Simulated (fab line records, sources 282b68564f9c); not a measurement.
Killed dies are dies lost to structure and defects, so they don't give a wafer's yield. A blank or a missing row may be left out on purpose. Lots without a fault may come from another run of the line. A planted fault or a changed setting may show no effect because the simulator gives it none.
fab line records | flow rit_cmos
record lots=14 wafers=42 last_day=7
route steps=202 shown NWELL@37 GATE@84 REOX@102 M1@202
lots that met no fault: from a run of the same line without faults
start_h: hours from the record's first day to the start of the lot's first wafer shown | wait_h: hours since the lot's step before | " the same as in the row above | L1.1+2: a row that stands for several wafers | - no value, or no start given | * or withheld: withheld | < > ~ a bound
route shown NAME@n: a module of which the file shows steps, and the number in the route of the first | usual: mean/standard deviation of fault-free wafers | same: alike in all rows | chamber/n: place in a boat | sites: the reading at each site | _std_site: their standard deviation | _edge_site: outer sites' mean less inner sites' | radius_mm: how far each site lies from the wafer's centre | mask NAME#n: copy n | behind: the tool/chamber that last shaped the wafer | hold: why the lot was held/for how many hours/how that ended | device: the transistor (n, p or np) that didn't switch | end of line: the same wafers' tests at the end of the route | a step without rows: its recipe alone | killed: dies lost to structure and defects at the first sort, not the wafer's yield | map: a wafer's dies, x killed, . not, _ none there
set.NAME: the setting as run; set.NAME@STEP: as run at that earlier step | model.NAME: the simulator's own value behind a step, which no gauge read
steps of the route over a sample of lots; a table a step, a row a wafer
services: from which hour (start_h, from the record's first day; less than 0 if before it) a tool's chamber was out of use, for how many hours, and why
## steps
# step RIT_NWELL_STRIP_09
# recipe chemistry=O2 time_s=180 resist=NOVOLAK platen_temp_c=withheld power_w=500 pressure_mtorr=4000 o2_flow_sccm=4000
# usual chamber_pressure_mTorr=4000/3.9 drypump_motor_current_A=6.08/0.2
# columns lot.wafer tool chamber start_h wait_h chamber_pressure_mTorr drypump_motor_current_A rf_hours_counter_h
L509.2 plasma_asher-03 0 23.75 0.1 4001 6.14 25
L509.4 " 0 " " 4003 6.17 -
L509.6 " 0 " " 4002 6.13 -
L510.1 plasma_asher-04 1 29.45 0.1 4004 6.43 34
L510.3 " 0 " " 4002 6.01 -
L510.4 " 1 " " 4003 6.42 -
L512.3 plasma_asher-04 0 37.17 0.1 3999 6.06 -
L512.4 " 1 " " 3996 6.40 -
L512.5 " 0 " " 4004 6.06 -
L513.2 plasma_asher-04 0 41.87 0.1 4006 6.05 36
L513.3 " 1 " " 4001 6.46 -
L513.5 " 0 " " 3996 6.08 -
L514.3 plasma_asher-03 0 47.35 0.1 3998 6.17 -
L514.5 " 0 " " 3997 6.16 -
L514.6 " 1 " " 3997 5.98 -
L516.1 plasma_asher-03 0 56.74 0.1 4002 6.12 28
L516.2 " 1 " " 3998 5.97 28
L516.3 " 0 " " 3993 6.13 -
L517.1 plasma_asher-02 0 64.09 0.1 4001 6.07 42
L517.5 " 0 " " 3998 6.06 -
L517.6 " 1 " " 4003 5.74 -
L523.1 plasma_asher-03 0 92.81 0.1 3998 6.19 32
L523.3 " 0 " " 3999 6.16 -
L523.4 " 1 " " 3999 5.96 -
L524.2 plasma_asher-02 0 97.07 0.1 4002 6.04 45
L524.3 " 1 " " 4004 5.71 -
L524.4 " 0 " " 4000 6.05 -
L527.2 plasma_asher-04 0 111.69 0.1 3997 6.03 44
L527.4 " 1 " " 3995 6.40 -
L527.5 " 1 " " 3993 6.35 -
L528.2 plasma_asher-02 0 125.84 0.1 4004 6.03 1
L528.3 " 0 " " 4004 6.04 -
L528.5 " 0 " " 4007 6.02 -
L530.2 plasma_asher-03 0 131.11 0.1 3996 6.18 36
L530.3 " 0 " " 4004 6.16 -
L530.4 " 1 " " 4002 5.94 -
L531.1 plasma_asher-02 1 131.45 0.1 3997 5.71 1
L531.5 " 1 " " 3990 5.72 -
L531.6 " 0 " " 3997 6.06 -
L532.1 plasma_asher-04 1 140.34 0.1 3999 6.42 48
L532.2 " 0 " " 3995 6.07 48
L532.6 " 1 " " 4000 6.41 -
# step RIT_NWELL_TW_MEAS_10
# usual NWELL_TW=2149/34
# columns lot.wafer tool chamber start_h wait_h NWELL_TW
L509.2 film_metro-03 - 23.93 0.1 2179
L509.4 " - " " 2184
L509.6 " - " " 2177
L510.1 film_metro-03 - 29.63 0.1 2195
L510.3 " - " " 2177
L510.4 " - " " 2174
L512.3 film_metro-01 - 37.31 0.1 2115
L512.4 " - " " 2113
L512.5 " - " " 2121
L513.2 film_metro-03 - 42.06 0.1 2197
L513.3 " - " " 2170
L513.5 " - " " 2185
L514.3 film_metro-03 - 47.49 0.1 2184
L514.5 " - " " 2189
L514.6 " - " " 2204
L516.1 film_metro-01 - 56.92 0.1 2112
L516.2 " - " " 2104
L516.3 " - " " 2110
L517.1 film_metro-04 - 64.27 0.1 2147
L517.5 " - " " 2138
L517.6 " - " " 2141
L523.1 film_metro-01 - 92.98 0.1 2104
L523.3 " - " " 2110
L523.4 " - " " 2100
L524.2 film_metro-03 - 97.25 0.1 2185
L524.3 " - " " 2167
L524.4 " - " " 2180
L527.2 film_metro-01 - 111.88 0.1 2101
L527.4 " - " " 2108
L527.5 " - " " 2107
L528.2 film_metro-04 - 126.03 0.1 2165
L528.3 " - " " 2167
L528.5 " - " " 2165
L530.2 film_metro-01 - 131.30 0.1 2122
L530.3 " - " " 2109
L530.4 " - " " 2121
L531.1 film_metro-01 - 131.63 0.1 2111
L531.5 " - " " 2105
L531.6 " - " " 2109
L532.1 film_metro-03 - 140.51 0.1 2178
L532.2 " - " " 2184
L532.6 " - " " 2182
# step RIT_GATE_CVD_08
# recipe material=poly-Si target_thk_nm=250 temp_c=610 precursor=SiH4 time_s=2220 pressure_mtorr=300 sih4_flow_sccm=100
# usual sih4_flow_sccm=99.98/0.26 spike_tc_source_C=629.9/1.7
# columns lot.wafer tool chamber start_h wait_h sih4_flow_sccm spike_tc_source_C
L509.2 lpcvd-02 0 39.10 0.9 100.04 629.2
L509.4 " 0 " " 100.13 629.5
L509.6 " 0 " " 99.71 629.7
L510.1 lpcvd-02 0 42.71 0.1 100.69 629.8
L510.3 " 0 " " 100.35 628.0
L510.4 " 0 " " 100.46 627.1
L512.3 lpcvd-01 1 50.97 0.2 99.89 627.5
L512.4 " 1 " " 100.51 630.1
L512.5 " 1 " " 99.81 629.6
L513.2 lpcvd-02 1 56.89 0.0 100.31 632.3
L513.3 " 1 " " 99.93 632.4
L513.5 " 1 " " 100.00 631.5
L514.3 lpcvd-01 1 60.24 0.1 99.91 629.9
L514.5 " 1 " " 100.11 629.2
L514.6 " 1 " " 100.45 628.2
L516.1 lpcvd-02 1 70.43 1.1 99.98 631.9
L516.2 " 1 " " 100.40 632.1
L516.3 " 1 " " 100.14 633.9
L517.1 lpcvd-01 1 78.00 0.1 99.75 628.9
L517.5 " 1 " " 99.82 628.4
L517.6 " 1 " " 99.62 630.1
L523.1 lpcvd-01 1 108.57 0.5 100.24 629.5
L523.3 " 1 " " 100.24 628.6
L523.4 " 1 " " 99.81 629.4
L524.2 lpcvd-01 0 115.81 0.0 99.22 630.0
L524.3 " 0 " " 99.56 630.6
L524.4 " 0 " " 99.70 631.1
L527.2 lpcvd-02 0 129.04 0.0 100.14 628.9
L527.4 " 0 " " 100.05 628.9
L527.5 " 0 " " 99.85 629.3
L528.2 lpcvd-01 0 141.58 0.0 100.02 630.1
L528.3 " 0 " " 100.30 629.8
L528.5 " 0 " " 100.01 629.4
L530.2 lpcvd-02 0 143.85 0.1 100.22 629.0
L530.3 " 0 " " 100.43 629.9
L530.4 " 0 " " 100.05 630.5
L531.1 lpcvd-02 1 150.11 0.1 100.02 633.9
L531.5 " 1 " " 99.33 632.2
L531.6 " 1 " " 99.97 635.2
L532.1 lpcvd-02 1 156.46 0.1 100.06 631.7
L532.2 " 1 " " 99.97 632.1
L532.6 " 1 " " 100.02 630.8
# step RIT_GATE_THK_MEAS_09
# recipe reads=poly-Si_of_GATE_CVD_08
# usual GATE_POLY_THK=250.5/2.3
# columns lot.wafer tool chamber start_h wait_h GATE_POLY_THK[nm]
L509.2 film_metro-04 - 40.73 0.0 253.0
L509.4 " - " " 251.1
L509.6 " - " " 253.3
L510.1 film_metro-02 - 44.32 0.0 247.0
L510.3 " - " " 248.3
L510.4 " - " " 249.7
L512.3 film_metro-02 - 52.61 0.0 246.8
L512.4 " - " " 248.6
L512.5 " - " " 248.8
L513.2 film_metro-04 - 58.52 0.0 265.7
L513.3 " - " " 264.4
L513.5 " - " " 267.1
L514.3 film_metro-03 - 61.88 0.0 247.7
L514.5 " - " " 245.9
L514.6 " - " " 248.2
L516.1 film_metro-03 - 72.05 0.0 266.0
L516.2 " - " " 264.3
L516.3 " - " " 266.2
L517.1 film_metro-03 - 79.62 0.0 254.5
L517.5 " - " " 254.5
L517.6 " - " " 252.8
L523.1 film_metro-02 - 110.99 0.0 251.7
L523.3 " - " " 250.8
L523.4 " - " " 252.4
L524.2 film_metro-03 - 117.44 0.0 251.3
L524.3 " - " " 250.4
L524.4 " - " " 254.7
L527.2 film_metro-03 - 130.67 0.0 253.8
L527.4 " - " " 252.7
L527.5 " - " " 254.0
L528.2 film_metro-03 - 143.20 0.0 252.1
L528.3 " - " " 253.0
L528.5 " - " " 254.8
L530.2 film_metro-03 - 145.47 0.0 249.1
L530.3 " - " " 247.7
L530.4 " - " " 247.8
L531.1 film_metro-02 - 151.73 0.0 246.1
L531.5 " - " " 250.2
L531.6 " - " " 248.0
L532.1 film_metro-03 - 158.08 0.0 248.9
L532.2 " - " " 249.5
L532.6 " - " " 249.4
# step RIT_GATE_ETCH_19
# recipe chemistry=SF6/CHF3/O2 time_s=165 SF6_flow_sccm=30 CHF3_flow_sccm=30 O2_flow_sccm=5 target=poly-Si pressure_mtorr=40 rf_w=160 target_depth_a=3125 over_etch_frac=0.25 stop_on=SiO2
# usual O2_flow_sccm=5.001/0.015 chamber_pressure_mTorr=40.00/0.035 drypump_motor_current_A=6.0/0.32 he_backside_leak_sccm=2.70/0.17 oes_product_au=0.848/0.0095 rf_fwd_power_W=159.2/0.51 throttle_valve_pct=10.30/0.14
# columns lot.wafer tool chamber start_h wait_h O2_flow_sccm chamber_pressure_mTorr drypump_motor_current_A he_backside_leak_sccm oes_product_au rf_fwd_power_W rf_hours_counter_h throttle_valve_pct
L509.2 rie_si-02 2 42.10 0.1 5.008 39.98 6.3 3.07 0.846 159.0 154 10.10
L509.4 " 3 " " 4.968 39.95 6.1 2.93 0.827 159.5 - 10.45
L509.6 " 0 " " 5.001 40.01 6.0 2.54 0.847 158.7 - 10.49
L510.1 rie_si-01 2 45.66 0.1 5.009 39.97 5.3 2.81 0.837 159.2 162 10.09
L510.3 " 0 " " 4.984 40.03 5.7 2.79 0.840 159.2 4 10.36
L510.4 " 3 " " 5.021 40.02 6.4 2.73 0.851 159.9 29 10.19
L512.3 rie_si-01 1 53.80 0.1 4.996 40.03 6.4 2.77 0.845 158.9 0 10.21
L512.4 " 1 " " 4.999 39.96 6.4 2.74 0.854 158.8 - 10.22
L512.5 " 0 " " 5.013 40.05 5.7 2.77 0.843 159.4 - 10.36
L513.2 rie_si-02 1 59.73 0.1 5.010 39.99 5.8 2.75 0.879 159.2 0 10.35
L513.3 " 2 " " 4.997 40.11 6.2 2.93 0.867 158.5 154 10.10
L513.5 " 1 " " 5.040 40.02 5.8 2.59 0.884 158.9 - 10.32
L514.3 rie_si-01 3 63.32 0.1 5.018 39.99 6.3 2.71 0.842 158.2 29 10.18
L514.5 " 3 " " 4.991 40.02 6.3 2.41 0.832 159.2 - 10.18
L514.6 " 1 " " 5.007 40.01 6.4 2.64 0.848 159.8 - 10.23
L516.1 rie_si-01 3 73.26 0.1 4.982 39.98 6.3 2.60 0.896 159.1 29 10.18
L516.2 " 1 " " 4.985 39.96 6.4 2.81 0.883 159.7 1 10.21
L516.3 " 0 " " 5.002 39.97 5.7 2.83 0.875 158.9 4 10.35
L517.1 rie_si-02 2 80.84 0.1 4.997 39.96 6.3 3.29 0.845 159.8 154 10.08
L517.5 " 2 " " 5.003 40.00 6.2 3.23 0.850 160.0 - 10.09
L517.6 " 1 " " 4.969 39.98 5.8 2.67 0.847 159.2 - 10.34
L523.1 rie_si-02 2 112.21 0.1 5.003 40.02 6.2 2.82 0.847 159.2 0 10.09
L523.3 " 1 " " 5.006 39.99 5.8 2.76 0.843 159.5 1 10.33
L523.4 " 3 " " 4.996 39.98 6.1 2.66 0.869 159.0 0 10.42
L524.2 rie_si-01 3 118.77 0.1 5.004 39.95 6.3 2.52 0.854 159.6 30 10.18
L524.3 " 2 " " 4.991 40.00 5.3 2.72 0.845 159.2 0 10.11
L524.4 " 0 " " 5.008 40.03 5.7 2.82 0.863 159.2 4 10.34
L527.2 rie_si-02 3 132.19 0.1 4.979 40.02 6.1 2.55 0.872 159.2 0 10.45
L527.4 " 2 " " 4.998 40.00 6.3 2.80 0.849 159.0 0 10.09
L527.5 " 1 " " 5.020 40.03 5.8 2.75 0.856 158.9 - 10.33
L528.2 rie_si-01 2 144.58 0.1 4.995 39.98 5.3 2.49 0.854 158.2 0 10.12
L528.3 " 1 " " 5.008 39.99 6.4 2.71 0.867 158.7 1 10.20
L528.5 " 1 " " 5.004 40.00 6.4 2.71 0.871 159.6 - 10.22
L530.2 rie_si-01 2 146.68 0.1 4.995 40.08 5.2 2.57 0.853 159.7 0 10.14
L530.3 " 3 " " 5.018 40.01 6.3 2.59 0.843 159.0 30 10.18
L530.4 " 0 " " 5.007 40.01 5.7 2.73 0.848 159.8 5 10.35
L531.1 rie_si-02 1 152.94 0.1 5.011 40.05 5.8 2.58 0.832 159.2 1 10.34
L531.5 " 1 " " 5.003 39.97 5.8 2.75 0.847 158.4 - 10.35
L531.6 " 2 " " 4.973 40.04 6.3 2.67 0.846 159.2 - 10.10
L532.1 rie_si-01 1 159.29 0.1 4.989 40.00 6.4 2.73 0.848 159.3 1 10.20
L532.2 " 2 " " 4.992 40.03 5.3 2.69 0.843 159.1 0 10.13
L532.6 " 1 " " 5.001 40.07 6.4 2.70 0.849 159.7 - 10.21
# step RIT_REOX_THK_MEAS_04
# recipe reads=SiO2_of_REOX_OXIDATION_03
# usual REOX_OXIDE_THK=25.1/0.45
# columns lot.wafer tool chamber start_h wait_h REOX_OXIDE_THK[nm]
L509.2 film_metro-03 - 45.43 0.0 25.4
L509.4 " - " " 25.6
L509.6 " - " " 25.7
L510.1 film_metro-03 - 49.60 0.0 25.5
L510.3 " - " " 25.0
L510.4 " - " " 25.4
L512.3 film_metro-03 - 57.40 0.0 25.2
L512.4 " - " " 25.4
L512.5 " - " " 25.1
L513.2 film_metro-04 - 63.64 0.0 24.5
L513.3 " - " " 24.4
L513.5 " - " " 24.7
L514.3 film_metro-03 - 67.54 0.0 24.8
L514.5 " - " " 24.6
L514.6 " - " " 24.7
L516.1 film_metro-01 - 76.62 0.0 24.8
L516.2 " - " " 24.9
L516.3 " - " " 24.6
L517.1 film_metro-03 - 84.81 0.0 25.1
L517.5 " - " " 24.3
L517.6 " - " " 25.0
L523.1 film_metro-01 - 119.30 0.0 25.6
L523.3 " - " " 25.6
L523.4 " - " " 25.4
L524.2 film_metro-03 - 125.94 0.0 25.2
L524.3 " - " " 25.1
L524.4 " - " " 25.0
L527.2 film_metro-03 - 135.77 0.0 26.1
L527.4 " - " " 25.6
L527.5 " - " " 26.2
L528.2 film_metro-04 - 149.81 0.0 25.0
L528.3 " - " " 24.7
L528.5 " - " " 25.1
L530.2 film_metro-01 - 153.92 0.0 25.1
L530.3 " - " " 25.0
L530.4 " - " " 25.4
L531.1 film_metro-01 - 157.91 0.0 24.9
L531.5 " - " " 25.3
L531.6 " - " " 25.1
L532.1 film_metro-01 - 162.61 0.0 24.3
L532.2 " - " " 24.3
L532.6 " - " " 24.4
# step RIT_M1_PROBE_99
# usual killed_at_M0_to_M3=0.0/0.12 killed_at_contacts=0.0/0.2 killed_at_front_end=6.6/2.8 killed_dies=6.6/2.8 killed_open=3.3/1.9 killed_short=3.2/1.8
# same gross_dies=264 killed_at_M4_up=0 killed_at_back_side=0 killed_at_other=0
# columns lot.wafer tool chamber start_h wait_h killed_at_M0_to_M3 killed_at_contacts killed_at_front_end killed_dies killed_open killed_short
L509.2 prober-02 - 62.46 0.1 0 0 6 6 4 2
L509.4 prober-02 - 62.56 0.2 0 0 8 8 5 3
L509.6 prober-02 - 62.66 0.2 0 0 7 7 4 3
L510.1 prober-01 - 66.58 0.1 0 0 6 6 2 4
L510.3 prober-01 - 66.68 0.2 0 0 2 2 0 2
L510.4 prober-01 - 66.73 0.2 1 0 10 11 3 7
L512.3 prober-01 - 75.19 0.2 0 0 6 6 1 5
L512.4 prober-01 - 75.24 0.2 0 0 6 6 3 3
L512.5 prober-01 - 75.29 0.2 0 0 9 9 7 2
L513.2 prober-02 - 79.87 0.1 0 0 10 10 7 3
L513.3 prober-02 - 79.92 0.2 0 0 5 5 4 1
L513.5 prober-02 - 80.02 0.2 0 0 7 7 5 2
L514.3 prober-01 - 84.91 0.2 0 0 9 9 4 5
L514.5 prober-01 - 85.01 0.2 0 0 10 10 6 4
L514.6 prober-01 - 85.06 0.2 0 0 8 8 3 5
L516.1 prober-01 - 93.23 0.1 0 0 6 6 3 3
L516.2 prober-01 - 93.28 0.1 0 0 9 9 4 5
L516.3 prober-01 - 93.33 0.2 0 0 5 5 2 2
L517.1 prober-02 - 102.82 0.1 0 1 3 4 3 1
L517.5 prober-02 - 103.02 0.2 0 0 6 6 3 3
L517.6 prober-02 - 103.07 0.2 0 0 2 2 1 1
L523.1 prober-02 - 135.87 0.1 0 0 7 7 3 4
L523.3 prober-02 - 135.97 0.2 0 0 12 12 7 4
L523.4 prober-02 - 136.02 0.2 0 0 5 5 2 3
L524.2 prober-01 - 142.73 0.1 0 0 1 1 1 0
L524.3 prober-01 - 142.78 0.2 0 0 5 5 2 3
L524.4 prober-01 - 142.83 0.2 0 0 10 10 5 5
L527.2 prober-02 - 152.76 0.1 0 0 8 8 4 4
L527.4 prober-02 - 152.86 0.2 0 0 12 12 7 5
L527.5 prober-02 - 152.91 0.2 0 0 3 3 1 2
L528.2 prober-01 - 166.19 0.1 0 1 7 8 3 5
L528.3 prober-01 - 166.24 0.2 0 0 3 3 1 2
L528.5 prober-01 - 166.34 0.2 0 0 8 8 4 4
L530.2 prober-01 - 170.68 0.1 0 0 11 11 4 6
L530.3 prober-01 - 170.73 0.2 0 0 7 7 4 2
L530.4 prober-01 - 170.78 0.2 0 0 7 7 3 4
L531.1 prober-02 - 174.75 0.1 0 0 8 8 4 4
L531.5 prober-02 - 174.95 0.2 0 0 8 8 3 5
L531.6 prober-02 - 175.00 0.2 0 0 4 4 2 2
L532.1 prober-01 - 178.94 0.1 0 0 4 4 2 2
L532.2 prober-01 - 178.99 0.1 0 0 2 2 2 0
L532.6 prober-01 - 179.19 0.2 0 0 4 4 1 3
# killed by level:class
L509.2 SPACER:geometric_particle:open=2 SILICIDE:geometric_particle:open=2 FOX1:geometric_particle:short=1 GATE:geometric_particle:short=1
L509.4 FOX1:geometric_particle:open=2 SPACER:geometric_particle:short=2 SPACER:geometric_particle:open=2 FOX2:geometric_particle:open=1 SILICIDE:geometric_particle:short=1
L509.6 FOX1:geometric_particle:open=2 ACTIVE:geometric_particle:open=1 FOX1:geometric_particle:short=1 GATE:geometric_particle:short=1 GATE:geometric_particle:open=1 SPACER:geometric_particle:short=1
L510.1 GATE:geometric_particle:short=2 GATE:geometric_particle:open=1 REOX:geometric_particle:short=1 SPACER:geometric_particle:open=1 SPACER:geometric_particle:short=1
L510.3 GATE:geometric_particle:short=2
L510.4 REOX:geometric_particle:short=3 GATE:geometric_particle:short=2 REOX:geometric_particle:open=2 SILICIDE:geometric_particle:short=2 SILICIDE:geometric_particle:open=1 M1:coat_microbubble_printed=1
L512.3 FOX1:geometric_particle:short=2 GATE:geometric_particle:short=2 REOX:geometric_particle:open=1 SPACER:geometric_particle:short=1
L512.4 GATE:geometric_particle:open=2 SPACER:geometric_particle:short=2 GATE:geometric_particle:short=1 SPACER:geometric_particle:open=1
L512.5 GATE:geometric_particle:open=4 ACTIVE:geometric_particle:open=1 FOX1:geometric_particle:short=1 FOX1:geometric_particle:open=1 GATE:geometric_particle:short=1 SILICIDE:geometric_particle:open=1
L513.2 REOX:geometric_particle:open=3 GATE:geometric_particle:open=2 FOX1:geometric_particle:short=1 FOX1:geometric_particle:open=1 GATE:geometric_particle:short=1 REOX:geometric_particle:short=1 SILICIDE:geometric_particle:open=1
L513.3 GATE:geometric_particle:open=3 FOX1:geometric_particle:short=1 SPACER:geometric_particle:open=1
L513.5 GATE:geometric_particle:open=2 REOX:geometric_particle:open=1 SPACER:geometric_particle:open=1 SPACER:geometric_particle:short=1 SILICIDE:geometric_particle:open=1 SILICIDE:geometric_particle:short=1
L514.3 FOX1:geometric_particle:open=2 GATE:geometric_particle:open=2 SPACER:geometric_particle:short=2 FOX1:geometric_particle:short=1 GATE:geometric_particle:short=1 REOX:geometric_particle:short=1
L514.5 FOX1:geometric_particle:open=4 GATE:geometric_particle:short=2 FOX1:geometric_particle:short=1 REOX:geometric_particle:open=1 SILICIDE:geometric_particle:open=1 SILICIDE:geometric_particle:short=1
L514.6 GATE:geometric_particle:open=2 FOX1:geometric_particle:short=1 FOX2:geometric_particle:short=1 GATE:geometric_particle:short=1 REOX:geometric_particle:short=1 SILICIDE:geometric_particle:open=1 SILICIDE:geometric_particle:short=1
L516.1 FOX1:geometric_particle:short=2 GATE:geometric_particle:open=2 FOX2:geometric_particle:short=1 SILICIDE:geometric_particle:open=1
L516.2 SPACER:geometric_particle:open=3 FOX1:geometric_particle:short=2 FOX2:geometric_particle:short=1 FOX2:geometric_particle:open=1 REOX:geometric_particle:short=1 SILICIDE:geometric_particle:short=1
L516.3 GATE:geometric_particle:open=2 GATE:geometric_particle:short=1 REOX:geometric_particle:short=1 NWELL:coat_microbubble_printed=1
L517.1 FOX1:geometric_particle:open=1 FOX2:geometric_particle:short=1 SPACER:geometric_particle:open=1 CONTACT:geometric_particle:open=1
L517.5 GATE:geometric_particle:short=2 GATE:geometric_particle:open=2 FOX1:geometric_particle:open=1 FOX1:geometric_particle:short=1
L517.6 REOX:geometric_particle:open=1 SPACER:geometric_particle:short=1
L523.1 REOX:geometric_particle:open=2 FOX1:geometric_particle:open=1 FOX2:geometric_particle:short=1 GATE:geometric_particle:short=1 REOX:geometric_particle:short=1 SPACER:geometric_particle:short=1
L523.3 GATE:geometric_particle:open=3 SPACER:geometric_particle:open=2 FOX1:geometric_particle:short=1 FOX2:geometric_particle:open=1 GATE:geometric_particle:short=1 REOX:geometric_particle:open=1 SPACER:geometric_particle:short=1 SILICIDE:geometric_particle:short=1
L523.4 GATE:geometric_particle:short=2 GATE:geometric_particle:open=1 SILICIDE:geometric_particle:open=1 SILICIDE:geometric_particle:short=1
L524.2 FOX2:geometric_particle:open=1
L524.3 FOX2:geometric_particle:short=2 GATE:geometric_particle:short=1 REOX:geometric_particle:open=1 SILICIDE:geometric_particle:open=1
L524.4 FOX2:geometric_particle:open=2 GATE:geometric_particle:short=2 SILICIDE:geometric_particle:short=2 FOX1:geometric_particle:open=1 FOX2:geometric_particle:short=1 GATE:geometric_particle:open=1 SILICIDE:geometric_particle:open=1
L527.2 GATE:geometric_particle:open=3 GATE:geometric_particle:short=2 SPACER:geometric_particle:short=1 SILICIDE:geometric_particle:short=1 SILICIDE:geometric_particle:open=1
L527.4 GATE:geometric_particle:open=5 GATE:geometric_particle:short=4 FOX1:geometric_particle:open=2 SILICIDE:geometric_particle:short=1
L527.5 FOX1:geometric_particle:short=1 GATE:geometric_particle:open=1 SILICIDE:geometric_particle:short=1
L528.2 GATE:geometric_particle:short=3 FOX1:geometric_particle:short=1 FOX1:geometric_particle:open=1 GATE:geometric_particle:open=1 REOX:geometric_particle:short=1 CONTACT:geometric_particle:open=1
L528.3 GATE:geometric_particle:short=2 GATE:geometric_particle:open=1
L528.5 GATE:geometric_particle:short=2 SPACER:geometric_particle:open=2 FOX2:geometric_particle:open=1 FOX2:geometric_particle:short=1 REOX:geometric_particle:open=1 SPACER:geometric_particle:short=1
L530.2 GATE:geometric_particle:short=3 FOX1:geometric_particle:short=2 GATE:geometric_particle:open=2 REOX:geometric_particle:open=1 REOX:geometric_particle:short=1 SPACER:geometric_particle:open=1 NLDD:coat_microbubble_printed=1
L530.3 GATE:geometric_particle:open=2 FOX2:geometric_particle:open=1 GATE:geometric_particle:short=1 REOX:geometric_particle:short=1 REOX:geometric_particle:open=1 NLDD:coat_microbubble_printed=1
L530.4 FOX1:geometric_particle:open=2 FOX2:geometric_particle:short=1 GATE:geometric_particle:short=1 SPACER:geometric_particle:short=1 SILICIDE:geometric_particle:open=1 SILICIDE:geometric_particle:short=1
L531.1 SPACER:geometric_particle:short=2 SPACER:geometric_particle:open=2 GATE:geometric_particle:open=1 REOX:geometric_particle:short=1 REOX:geometric_particle:open=1 SILICIDE:geometric_particle:short=1
L531.5 GATE:geometric_particle:short=2 GATE:geometric_particle:open=2 FOX1:geometric_particle:short=1 REOX:geometric_particle:short=1 SPACER:geometric_particle:short=1 SPACER:geometric_particle:open=1
L531.6 GATE:geometric_particle:open=2 REOX:geometric_particle:short=1 SPACER:geometric_particle:short=1
L532.1 FOX2:geometric_particle:short=1 FOX2:geometric_particle:open=1 SPACER:geometric_particle:short=1 SILICIDE:geometric_particle:open=1
L532.2 GATE:geometric_particle:open=1 SPACER:geometric_particle:open=1
L532.6 GATE:geometric_particle:short=2 FOX2:geometric_particle:open=1 SPACER:geometric_particle:short=1
## services
# columns tool chamber start_h hours kind
plasma_asher-02 - 9.44 1.0 repair
rie_si-02 1 38.09 - clean
rie_si-02 1 38.09 15.8 scheduled_down
rie_si-02 1 38.09 15.8 vent_cycle
rie_si-01 0 43.35 1.8 repair
plasma_asher-02 - 47.67 6.0 repair
rie_si-01 2 53.24 - clean
rie_si-01 2 53.24 26.2 scheduled_down
rie_si-01 2 53.24 26.2 vent_cycle
plasma_asher-03 - 57.27 5.9 repair
rie_si-02 3 63.58 - clean
rie_si-02 3 63.58 22.2 scheduled_down
rie_si-02 3 63.58 22.2 vent_cycle
plasma_asher-02 - 77.79 6.2 repair
rie_si-02 2 89.36 - clean
rie_si-02 2 89.36 14.7 scheduled_down
rie_si-02 2 89.36 14.7 vent_cycle
plasma_asher-02 - 108.75 9.0 pm
plasma_asher-02 0 108.75 9.0 vent_cycle
plasma_asher-02 1 108.75 9.0 vent_cycle
lpcvd-02 - 111.80 2.8 pm
rie_si-02 - 113.07 2.8 pm
plasma_asher-02 0 117.75 - clean
rie_si-01 3 141.56 3.6 repair
## key
first_sign step=RIT_GATE_THK_MEAS_09 reading=GATE_POLY_THK direction=up sigmas=6.5 usual=250.5 struck=265.6
effect step=RIT_GATE_ETCH_19 reading=oes_product_au direction=up sigmas=3.5 usual=0.848 struck=0.881
met_at RIT_GATE_CVD_08
struck_lots L513,L516
struck_wafers L513.2,L513.3,L513.5,L516.1,L516.2,L516.3
tester_left_out L513,L516
not_acting_at RIT_NWELL_STRIP_09,RIT_NWELL_TW_MEAS_10,RIT_REOX_THK_MEAS_04
fault kind=process_parameter_drift tool=lpcvd-02 chamber=1 onset_h=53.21 steps=RIT_GATE_CVD_08 channel=target_thk_nm offset=14.829 shape=step end_h=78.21 acts_in=these_recipes_only stated=250
# tester_left_out: of these lots the tester's yield and bins aren't shown, on N5 and GAA mostly nor the transistor test; their killed dies are dies lost to structure and defects alone, not to doping, threshold or leakage, so they don't give the yield
